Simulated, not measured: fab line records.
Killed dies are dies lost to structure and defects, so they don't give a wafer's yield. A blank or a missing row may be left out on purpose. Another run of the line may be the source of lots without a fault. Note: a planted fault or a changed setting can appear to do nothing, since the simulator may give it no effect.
A struck lot beside a sound one    flow rit cmos    21 out of 202 route steps
Sound: the wafers L749.1, L749.3, L749.5. Struck: wafers L761.1, L761.2, L761.4. Last of all comes the cause.
Each step with rows lists, per side, the tool, then ch with its chambers, then its first start. Under that, the readings that differ: sound wafers    struck wafers    difference of the means    sigmas: that difference in standard deviations of wafers without a fault.
alike: words and numbers the same on both sides, and readings whose means are apart by under 2 such deviations; not compared: readings that were withheld, readings missing a value for some wafer, numbers with overlapping values and no deviation given by the record, and bounds like >300 which may hide the same value.
Wherever a step has rows on one side only, a row that says differs or no value, or a row with sigmas, the two part there. Numbers that don't overlap but have no deviation are shown without sigmas and don't part them. A reading that every wafer of one side lacks parts them only if that side has two wafers or more.

first, 3 steps without rows for these wafers: RIT_GATE_CLEAN_02 (cleans in dHF, time 30 s); RIT_GATE_CLEAN_03 (cleans in SC2, time 600 s); RIT_GATE_CLEAN_04 (cleans in dHF, time 60 s).
RIT_FOX2_THK_MEAS_91:
  struck on film metro-03, day 5 17:00; sound on film metro-02, day 2 15:44
  alike: FIELD_OXIDE_LEFT_2_THK
then, 2 steps without rows for these wafers: RIT_GATE_OXIDATION_05 (target thk 3 nm, ox time 270 s); RIT_GATE_ANNEAL_06 (time 600 s).
RIT_GATE_THK_MEAS_07:
  struck on film metro-01, day 6 02:03; sound on film metro-03, day 2 19:31
  alike: GATE_OXIDE_THK
then, 1 step without rows for these wafers: RIT_GATE_CVD_08 (deposits poly-Si from SiH4, target thk 250 nm, time 2220 s).
RIT_GATE_THK_MEAS_09:
  struck on film metro-01, day 6 03:43; sound on film metro-03, day 2 22:16
  alike: GATE_POLY_THK
then, 3 steps without rows for these wafers: RIT_GATE_HMDS_10 (prime time 60 s); RIT_GATE_COAT_11 (resist thk 850 nm); RIT_GATE_SOFTBAKE_12 (time 60 s).
RIT_GATE_EXPOSE_13: exposes mask M6, target cd 150 nm.
  sound on iline stepper-02 ch 0, day 2 22:48; struck on iline stepper-01 ch 0, day 6 04:43
reading  sound           struck                   difference  sigmas
mask     M6#0 M6#0 M6#0  M6_R1#0 M6_R1#0 M6_R1#0  differs     
  alike: stage vel mm s
following that, these wafers have no rows for 1 step: RIT_GATE_PEB_14.
RIT_GATE_DEVELOP_15: develop time 52.04 s.
  sound on litho track-02 ch 0; struck on litho track-02 ch 0
reading                sound              struck         difference  sigmas
model.GATE.cd nm (nm)  151.6 151.3 150.5  128 128 126.8  -24         
RIT_GATE_CD_MEAS_16: target cd 150 nm.
  struck on cd sem-01, day 6 05:08; sound on cd sem-02, day 2 23:12
reading     sound              struck             difference  sigmas
cd nm (nm)  151.5 151.5 150.4  128.1 127.8 126.8  -23.6       -11
RIT_GATE_OVL_MEAS_17:
  struck on overlay-02, day 6 05:15; sound on overlay-02, day 2 23:19
  alike: GATE_OVL
then, 1 step without rows for these wafers: RIT_GATE_HARDBAKE_18 (time 60 s).
RIT_GATE_ETCH_19: etches poly-Si in SF6/CHF3/O2, stops on SiO2, time 165 s, target depth 312.5 nm.
  sound on rie si-02 ch 0,1,3, day 2 23:30; struck on rie si-01 ch 1,2,3, day 6 05:26
reading                sound              struck           difference  sigmas
model.GATE.cd nm (nm)  151.5 151.2 150.4  128 127.9 126.8  -23         
  alike: CHF3_flow_sccm, drypump motor current A, oes product au, throttle valve pct
  not compared: rf hours counter h
RIT_GATE_STRIP_20: strips in O2, time 180 s.
  sound on plasma asher-04 ch 0,1, day 2 23:37; struck on plasma asher-01 ch 0,1, day 6 05:32
  alike: drypump motor current A
  not compared: rf hours counter h
RIT_M1_PROBE_99:
  struck on prober-01, day 7 05:10; sound on prober-02, day 3 23:32
reading                              sound              struck             difference  sigmas
killed at front end                  13 2 7             54 54 82           +56         +18
killed dies                          13 2 7             55 54 82           +56         +18
model.etest.pmos_0p3.r on ohm um     6340 6347 6262     5853 5844 5916     -445        
model.etest.pmos_0p15.r on ohm um    2814 2802 2748     2302 2330 2310     -474        
model.etest.pmos turned.r on ohm um  3463 3500 3416     3019 3058 3026     -425        
model.etest.nmos_0p15.r on ohm um    1143 1150 1123     951.8 971.2 961.1  -177.3      
model.etest.nmos_0p3.r on ohm um     2174 2192 2162     2002 2010 2011     -168        
model.etest.nmos_0p15.drive ua um    463.2 462.2 469.4  587.5 576.7 589.9  +119.8      
model.etest.pmos_0p15.drive ua um    250.2 248.9 254.1  316.8 314.7 319.4  +65.9       
model.etest.nmos turned.drive ua um  327.9 325.7 329.6  382.8 366.1 378.5  +48.1       
  alike: killed at contacts, killed open, killed short

WHERE THEY PART
Last at RIT_M1_PROBE_99 as far as this record goes, first at RIT_GATE_EXPOSE_13.

WHY: whatever the simulator had introduced
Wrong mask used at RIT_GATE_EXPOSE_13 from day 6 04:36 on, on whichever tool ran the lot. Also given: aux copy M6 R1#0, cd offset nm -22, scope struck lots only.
